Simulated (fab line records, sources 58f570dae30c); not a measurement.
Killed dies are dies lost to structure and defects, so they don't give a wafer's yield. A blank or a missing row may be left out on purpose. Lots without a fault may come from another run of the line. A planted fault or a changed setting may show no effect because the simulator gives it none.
Problem report in the 8D (eight disciplines) form, filled by code | flow berkeley_cmos170 | the parts of the form that need people (team, actions taken, sign-off) are left out

1. THE PROBLEM
oes_product_au at UCB170_V2_ETCH_14 reads a mean of 0.783 a.u. on 6 wafers of 2 lots; wafers without a fault read 0.877 a.u. with a standard deviation of 0.013. That is -7.2 standard deviations from the usual mean.
The step: etches SiO2 in CHF3/CF4/Ar, stops on Al, target depth 1250 nm, time 291 s.
First seen on wafer L282.2, day 9 06:20, on rie_diel-01. The record holds 42 wafers of 14 lots with a number at this step. Rule for "out", or "out of limits": more than 4 standard deviations from the usual mean. The other wafers with a number count as sound.

2. WHAT IT IS AND WHAT IT IS NOT
question                    | is                     | is not
which readings at this step | oes_product_au         | drypump_motor_current_A, throttle_valve_pct
which lots                  | L282, L284             | L275, L276, L277, L278, L279, L280, L285, L286, L293, L294, L296, L298
which wafers of those lots  | all that have a number | -
read on which tools         | rie_diel-01            | rie_diel-03, rie_diel-04
when                        | from day 9 06:20       | up to then (18 sound wafers); but 18 sound wafers of L285, L286, L293, L294, L296, L298 came after

3. SUSPECTS, AND WHAT RULES EACH OUT
Counting: a tool at a process step up to the reading stays a suspect if it ran every lot that is out and no sound lot after the first of them.
- rie_diel-01 at UCB170_V2_ETCH_14 (etches SiO2 in CHF3/CF4/Ar, stops on Al, target depth 1250 nm, time 291 s): kept. It ran every lot that is out, first L282 (day 9 06:20), and no sound lot after that; its last sound lot up to then is L278 (day 8 05:35). Its own readings are out on those wafers: oes_product_au.
Left after counting: rie_diel-01 at UCB170_V2_ETCH_14.

4. THE CAUSE (what the simulator had put in)
Process parameter drift: rie_diel-01, from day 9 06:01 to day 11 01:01, at UCB170_V2_ETCH_14. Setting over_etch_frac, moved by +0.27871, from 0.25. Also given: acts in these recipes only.
Counting left only this tool.

5. THE CHAIN OF EFFECTS, in route order
Each row: a reading whose mean over the struck wafers that have a number lies more than 3 standard deviations from the usual. Only readings for which the record gives a usual standard deviation are gone through. hours: the time from each lot's start at the first step in this table that gives one to its start at this step, as a median over the lots. sigmas: the change in usual standard deviations.
hours | step               | reading                  | usual      | on struck wafers | change | sigmas
0     | UCB170_V2_ETCH_14  | oes_product_au           | 0.877 a.u. | 0.783            | -0.094 | -7.2
0     | UCB170_V2_STRIP_15 | strip_time_to_endpoint_s | 15.36 s    | 13.88            | -1.48  | -17
The process steps in it:
- UCB170_V2_ETCH_14: etches SiO2 in CHF3/CF4/Ar, stops on Al, target depth 1250 nm, time 291 s.
- UCB170_V2_STRIP_15: strips in O2.

6. WHAT WOULD HAVE CAUGHT IT SOONER
In this record the first reading out of limits was taken at day 9 06:20, 0 hours after the fault began at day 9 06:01.
